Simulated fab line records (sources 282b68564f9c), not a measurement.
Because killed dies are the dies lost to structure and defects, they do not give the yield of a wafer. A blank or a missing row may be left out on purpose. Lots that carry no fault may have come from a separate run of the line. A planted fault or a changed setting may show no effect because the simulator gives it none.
Which of the tools did it? / flow rit-cmos / 42 wafers from 14 lots sampled at 4 of the route's 202 steps

== WHAT THE GAUGES READ, wafer by wafer ==
RIT_NWELL_OVL_MEAS_06.
lot=L200; measured=day 1 21:04; on=overlay-01; NWELL_OVL (nm)=0.9 -0.4 -0.9
lot=L201; measured=day 2 01:28; on=overlay-01; NWELL_OVL (nm)=-0.1 -1.2 0.9
lot=L202; measured=day 2 07:49; on=overlay-01; NWELL_OVL (nm)=1.4 0.5 -0.6
lot=L205; measured=day 2 21:31; on=overlay-01; NWELL_OVL (nm)=-0.8 1.1 -1.2
lot=L208; measured=day 3 14:46; on=overlay-02; NWELL_OVL (nm)=-0.9 1.2 -0.7
lot=L209; measured=day 3 19:36; on=overlay-01; NWELL_OVL (nm)=-3.1 0.8 -1.0
lot=L210; measured=day 4 00:37; on=overlay-02; NWELL_OVL (nm)=-1.6 -3.0 -2.3
lot=L214; measured=day 4 23:20; on=overlay-02; NWELL_OVL (nm)=0.9 -2.0 -1.9
lot=L217; measured=day 5 10:23; on=overlay-02; NWELL_OVL (nm)=-3.2 -0.6 -2.1
lot=L218; measured=day 5 15:57; on=overlay-01; NWELL_OVL (nm)=-0.5 -2.8 -0.5
lot=L219; measured=day 5 19:27; on=overlay-02; NWELL_OVL (nm)=-1.5 2.0 -0.8
lot=L220; measured=day 6 00:49; on=overlay-01; NWELL_OVL (nm)=0.1 0.2 -0.6
lot=L221; measured=day 6 05:09; on=overlay-01; NWELL_OVL (nm)=0.0 -1.4 -0.3
lot=L222; measured=day 6 11:37; on=overlay-01; NWELL_OVL (nm)=-1.7 -0.3 -1.8

RIT_NRETRO_OVL_MEAS_06.
lot=L200; measured=day 2 05:31; on=overlay-02; NRETRO_OVL (nm)=0.0 -0.2 0.4
lot=L201; measured=day 2 10:08; on=overlay-02; NRETRO_OVL (nm)=-1.7 -0.4 -1.0
lot=L202; measured=day 2 16:29; on=overlay-02; NRETRO_OVL (nm)=-3.1 -3.3 -0.6
lot=L205; measured=day 3 05:57; on=overlay-01; NRETRO_OVL (nm)=-0.1 0.6 -1.0
lot=L208; measured=day 3 23:26; on=overlay-02; NRETRO_OVL (nm)=-0.4 -1.9 -2.0
lot=L209; measured=day 4 04:31; on=overlay-02; NRETRO_OVL (nm)=-1.0 -0.9 -3.0
lot=L210; measured=day 4 10:41; on=overlay-02; NRETRO_OVL (nm)=0.3 0.4 -1.0
lot=L214; measured=day 5 08:04; on=overlay-01; NRETRO_OVL (nm)=0.3 0.9 1.7
lot=L217; measured=day 5 20:11; on=overlay-01; NRETRO_OVL (nm)=-1.2 0.1 -1.5
lot=L218; measured=day 6 01:09; on=overlay-02; NRETRO_OVL (nm)=-3.3 -0.4 -0.6
lot=L219; measured=day 6 04:08; on=overlay-02; NRETRO_OVL (nm)=-1.4 -1.6 -1.3
lot=L220; measured=day 6 09:16; on=overlay-01; NRETRO_OVL (nm)=-1.5 -0.4 -0.3
lot=L221; measured=day 6 13:42; on=overlay-01; NRETRO_OVL (nm)=0.0 0.0 0.2
lot=L222; measured=day 6 20:17; on=overlay-02; NRETRO_OVL (nm)=-1.0 -1.2 0.0

RIT_CONTACT_OVL_MEAS_09.
lot=L200; measured=day 3 03:35; on=overlay-01; CONTACT_OVL (nm)=1.5 0.6 0.1
lot=L201; measured=day 3 08:04; on=overlay-01; CONTACT_OVL (nm)=-0.5 -0.8 -0.7
lot=L202; measured=day 3 14:51; on=overlay-01; CONTACT_OVL (nm)=0.3 -1.2 0.7
lot=L205; measured=day 4 06:57; on=overlay-01; CONTACT_OVL (nm)=0.5 0.3 -0.1
lot=L208; measured=day 5 05:40; on=overlay-01; CONTACT_OVL (nm)=1.6 1.7 1.2
lot=L209; measured=day 5 08:06; on=overlay-02; CONTACT_OVL (nm)=-0.4 1.6 -0.3
lot=L210; measured=day 5 11:55; on=overlay-01; CONTACT_OVL (nm)=-0.1 1.4 0.5
lot=L214; measured=day 6 07:53; on=overlay-02; CONTACT_OVL (nm)=-0.9 -1.6 -1.1
lot=L217; measured=day 6 18:16; on=overlay-01; CONTACT_OVL (nm)=-0.2 -2.5 0.5
lot=L218; measured=day 6 22:54; on=overlay-02; CONTACT_OVL (nm)=-0.9 -2.9 -0.8
lot=L219; measured=day 7 02:54; on=overlay-01; CONTACT_OVL (nm)=1.3 2.5 0.4
lot=L220; measured=day 7 07:49; on=overlay-02; CONTACT_OVL (nm)=2.9 0.6 0.0
lot=L221; measured=day 7 12:11; on=overlay-01; CONTACT_OVL (nm)=0.7 2.2 2.8
lot=L222; measured=day 7 19:37; on=overlay-01; CONTACT_OVL (nm)=0.8 0.7 1.7

== TOOL THAT RAN EACH LOT (tool first, then ch and the chambers of the sampled wafers, then the start) ==
lot=L200; RIT_ACTIVE_ETCH_13=rie-diel-04 ch 1,2, day 1 14:43
lot=L201; RIT_ACTIVE_ETCH_13=rie-diel-04 ch 1,2,3, day 1 19:43
lot=L202; RIT_ACTIVE_ETCH_13=rie-diel-03 ch 0,1, day 2 01:25
lot=L205; RIT_ACTIVE_ETCH_13=rie-diel-04 ch 1,2, day 2 15:50
lot=L208; RIT_ACTIVE_ETCH_13=rie-diel-04 ch 1,3, day 3 06:43
lot=L209; RIT_ACTIVE_ETCH_13=rie-diel-03 ch 0,3, day 3 11:43
lot=L210; RIT_ACTIVE_ETCH_13=rie-diel-02 ch 1,2, day 3 18:03
lot=L214; RIT_ACTIVE_ETCH_13=rie-diel-02 ch 0,1,3, day 4 15:35
lot=L217; RIT_ACTIVE_ETCH_13=rie-diel-04 ch 1,2,3, day 5 04:49
lot=L218; RIT_ACTIVE_ETCH_13=rie-diel-02 ch 0,2, day 5 09:12
lot=L219; RIT_ACTIVE_ETCH_13=rie-diel-04 ch 1,3, day 5 13:50
lot=L220; RIT_ACTIVE_ETCH_13=rie-diel-04 ch 0,3, day 5 18:50
lot=L221; RIT_ACTIVE_ETCH_13=rie-diel-03 ch 1,3, day 5 23:43
lot=L222; RIT_ACTIVE_ETCH_13=rie-diel-03 ch 1,2,3, day 6 04:50
- RIT_ACTIVE_ETCH_13: etches Si3N4 in SF6, stops on SiO2, time 210 s, target depth 210 nm.

== AS READ BY THE TOOLS THEMSELVES (means over the sampled wafers that have a number; for cases with no such wafer, the mark the record gives instead) ==
RIT_ACTIVE_ETCH_13.
lot=L200; tool=rie-diel-04; drypump-motor-current-A (A)=6.2; oes-product-au (a.u.)=0.840; run-length-s (s)=238.8; throttle-valve-pct (%)=7.51
lot=L201; tool=rie-diel-04; drypump-motor-current-A (A)=5.9; oes-product-au (a.u.)=0.836; run-length-s (s)=238.5; throttle-valve-pct (%)=7.54
lot=L202; tool=rie-diel-03; drypump-motor-current-A (A)=5.6; oes-product-au (a.u.)=0.803; run-length-s (s)=238.0; throttle-valve-pct (%)=7.56
lot=L205; tool=rie-diel-04; drypump-motor-current-A (A)=6.2; oes-product-au (a.u.)=0.830; run-length-s (s)=238.9; throttle-valve-pct (%)=7.51
lot=L208; tool=rie-diel-04; drypump-motor-current-A (A)=5.6; oes-product-au (a.u.)=0.822; run-length-s (s)=238.6; throttle-valve-pct (%)=7.58
lot=L209; tool=rie-diel-03; drypump-motor-current-A (A)=6.2; oes-product-au (a.u.)=0.805; run-length-s (s)=238.9; throttle-valve-pct (%)=7.54
lot=L210; tool=rie-diel-02; drypump-motor-current-A (A)=5.9; oes-product-au (a.u.)=0.907; run-length-s (s)=221.2; throttle-valve-pct (%)=7.38
lot=L214; tool=rie-diel-02; drypump-motor-current-A (A)=5.4; oes-product-au (a.u.)=0.877; run-length-s (s)=229.7; throttle-valve-pct (%)=7.48
lot=L217; tool=rie-diel-04; drypump-motor-current-A (A)=5.9; oes-product-au (a.u.)=0.817; run-length-s (s)=238.7; throttle-valve-pct (%)=7.54
lot=L218; tool=rie-diel-02; drypump-motor-current-A (A)=5.2; oes-product-au (a.u.)=0.825; run-length-s (s)=237.8; throttle-valve-pct (%)=7.54
lot=L219; tool=rie-diel-04; drypump-motor-current-A (A)=5.6; oes-product-au (a.u.)=0.816; run-length-s (s)=238.6; throttle-valve-pct (%)=7.58
lot=L220; tool=rie-diel-04; drypump-motor-current-A (A)=5.8; oes-product-au (a.u.)=0.835; run-length-s (s)=238.5; throttle-valve-pct (%)=7.57
lot=L221; tool=rie-diel-03; drypump-motor-current-A (A)=5.8; oes-product-au (a.u.)=0.802; run-length-s (s)=238.1; throttle-valve-pct (%)=7.44
lot=L222; tool=rie-diel-03; drypump-motor-current-A (A)=5.6; oes-product-au (a.u.)=0.809; run-length-s (s)=237.9; throttle-valve-pct (%)=7.49

== THE ANSWER, worked out from the rows above alone ==
Rule: the usual values come from the lots themselves. The widest of any qualifying gaps counts: lots, ordered by their means at a reading, are off when they make up no more than a third of the lots, leave a main group of 4 or more, and stand apart from it by 3 or more times the standard deviation of that group's means. The tables above print the reading to a certain number of digits; a main group whose means all agree to those digits is not used. A lot without any number at a reading at which 4 lots or more have one is off too. Where the step has rows for the other lots, those lots are counted as sound. After the gauges, taken in route order, come the tools' own readings; for these a lot's mean is taken, as printed above. The first step at which some lot is off is used, and at that step the reading that is off furthest; a lot without a number counts as furthest.
Off at RIT_ACTIVE_ETCH_13 (run-length-s): L210, L214. Main group: mean 238.4 s, sd 0.38.
A tool fits if, at that step or a process step before it, it ran every lot that is off, and no sound lot after the first of them. None of those tried fits.

== WHAT WAS PUT IN BY THE SIMULATOR ==
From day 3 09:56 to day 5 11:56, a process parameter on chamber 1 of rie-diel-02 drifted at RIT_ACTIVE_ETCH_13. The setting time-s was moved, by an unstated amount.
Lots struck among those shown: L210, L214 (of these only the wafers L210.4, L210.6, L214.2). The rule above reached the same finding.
